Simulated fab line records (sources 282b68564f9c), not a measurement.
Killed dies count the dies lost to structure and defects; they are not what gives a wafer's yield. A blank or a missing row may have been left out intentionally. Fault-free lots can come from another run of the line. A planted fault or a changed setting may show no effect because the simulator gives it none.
Shared-tool check / flow rit cmos / Sampled: 14 lots, 42 wafers

## REASON FOR OPENING
Of 14 lots, 2 have the reading PSD_TW flagged at RIT_PSD_TW_MEAS_10. Wafers without a fault read 3439, standard deviation 19.
Rule: flag the lot when none of its wafers has a number, or when each of its wafers that has one lies beyond 4 standard deviations from that mean. As for the other lots, they are considered sound.

lot=L896; measured=day 3 00:54; on=film metro-04; PSD_TW, wafer by wafer=3389 3410 3407; flag=
lot=L898; measured=day 3 12:40; on=film metro-01; PSD_TW, wafer by wafer=3436 3430 3431; flag=
lot=L899; measured=day 3 16:48; on=film metro-03; PSD_TW, wafer by wafer=3487 3476 3464; flag=
lot=L900; measured=day 3 20:56; on=film metro-04; PSD_TW, wafer by wafer=3415 3418 3414; flag=
lot=L901; measured=day 4 02:04; on=film metro-04; PSD_TW, wafer by wafer=3425 3432 3429; flag=
lot=L902; measured=day 4 06:33; on=film metro-04; PSD_TW, wafer by wafer=3425 3441 3439; flag=
lot=L903; measured=day 4 11:37; on=film metro-04; PSD_TW, wafer by wafer=3426 3423 3431; flag=
lot=L910; measured=day 6 01:28; on=film metro-03; PSD_TW, wafer by wafer=3297 3310 3312; flag=FLAGGED
lot=L912; measured=day 6 10:16; on=film metro-04; PSD_TW, wafer by wafer=3307 3293 3311; flag=FLAGGED
lot=L914; measured=day 6 19:26; on=film metro-04; PSD_TW, wafer by wafer=3426 3440 3439; flag=
lot=L915; measured=day 7 01:13; on=film metro-04; PSD_TW, wafer by wafer=3419 3438 3416; flag=
lot=L916; measured=day 7 05:29; on=film metro-04; PSD_TW, wafer by wafer=3413 3433 3415; flag=
lot=L917; measured=day 7 11:04; on=film metro-01; PSD_TW, wafer by wafer=3452 3475 3453; flag=
lot=L918; measured=day 7 15:49; on=film metro-03; PSD_TW, wafer by wafer=3461 3454 3463; flag=
The numbers of the flagged lots are 3305 on average: -134 against the usual, or -7 standard deviations.

## TOOL THAT RAN EACH LOT
The record keeps 1 process step preceding the reading, out of 202 steps on the route. Read each cell as the tool, then ch plus the chambers that the sampled wafers visited, then the start.
lot=L896; flag=; RIT_PSD_IMPLANT_08=implanter-02 ch 0, day 3 00:35
lot=L898; flag=; RIT_PSD_IMPLANT_08=implanter-03 ch 0, day 3 12:22
lot=L899; flag=; RIT_PSD_IMPLANT_08=implanter-02 ch 0, day 3 16:28
lot=L900; flag=; RIT_PSD_IMPLANT_08=implanter-02 ch 0, day 3 20:37
lot=L901; flag=; RIT_PSD_IMPLANT_08=implanter-01 ch 0, day 4 01:46
lot=L902; flag=; RIT_PSD_IMPLANT_08=implanter-01 ch 0, day 4 06:15
lot=L903; flag=; RIT_PSD_IMPLANT_08=implanter-01 ch 0, day 4 11:17
lot=L910; flag=FLAGGED; RIT_PSD_IMPLANT_08=implanter-01 ch 0, day 6 01:00
lot=L912; flag=FLAGGED; RIT_PSD_IMPLANT_08=implanter-01 ch 0, day 6 09:56
lot=L914; flag=; RIT_PSD_IMPLANT_08=implanter-02 ch 0, day 6 19:08
lot=L915; flag=; RIT_PSD_IMPLANT_08=implanter-03 ch 0, day 7 00:53
lot=L916; flag=; RIT_PSD_IMPLANT_08=implanter-02 ch 0, day 7 05:10
lot=L917; flag=; RIT_PSD_IMPLANT_08=implanter-02 ch 0, day 7 10:46
lot=L918; flag=; RIT_PSD_IMPLANT_08=implanter-02 ch 0, day 7 15:31
What these steps do:
- RIT_PSD_IMPLANT_08
- RIT_PSD_TW_MEAS_10

## FLAGGED AGAINST TOTAL, ONE TOOL AT A TIME (gauges that did the reading follow at the end)
step=RIT_PSD_IMPLANT_08; tool=implanter-01; lots run=5; flagged=2; share of the flagged lots=all; sound lots run after its first flagged lot=0
step=RIT_PSD_IMPLANT_08; tool=implanter-02; lots run=7; flagged=0; share of the flagged lots=none; sound lots run after its first flagged lot=-
step=RIT_PSD_IMPLANT_08; tool=implanter-03; lots run=2; flagged=0; share of the flagged lots=none; sound lots run after its first flagged lot=-
step=RIT_PSD_TW_MEAS_10; tool=film metro-01; lots run=2; flagged=0; share of the flagged lots=none; sound lots run after its first flagged lot=-
step=RIT_PSD_TW_MEAS_10; tool=film metro-03; lots run=3; flagged=1; share of the flagged lots=some; sound lots run after its first flagged lot=1 (L918)
step=RIT_PSD_TW_MEAS_10; tool=film metro-04; lots run=9; flagged=1; share of the flagged lots=some; sound lots run after its first flagged lot=3 (L914,L915,L916)

## WHAT THE TABLE PERMITS
All flagged lots share 1 row of the table, namely implanter-01 at RIT_PSD_IMPLANT_08.
- implanter-01 at RIT_PSD_IMPLANT_08 ran 5 lots, 2 of them flagged. It ran its last sound lot, L903, at day 4 11:17 and its first flagged lot, L910, at day 6 01:00: a fault with its onset between the two fits. Its own readings lie more than 4 standard deviations out on every wafer of the flagged lots: beam energy keV.
Left over: one tool, implanter-01 at RIT_PSD_IMPLANT_08.

## WHAT THE SIMULATOR HAD PUT IN
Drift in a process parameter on implanter-01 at RIT_PSD_IMPLANT_08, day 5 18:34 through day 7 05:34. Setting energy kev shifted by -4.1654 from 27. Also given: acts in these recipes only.
Lots struck among those shown: L910, L912. This agrees with what the rule above found.
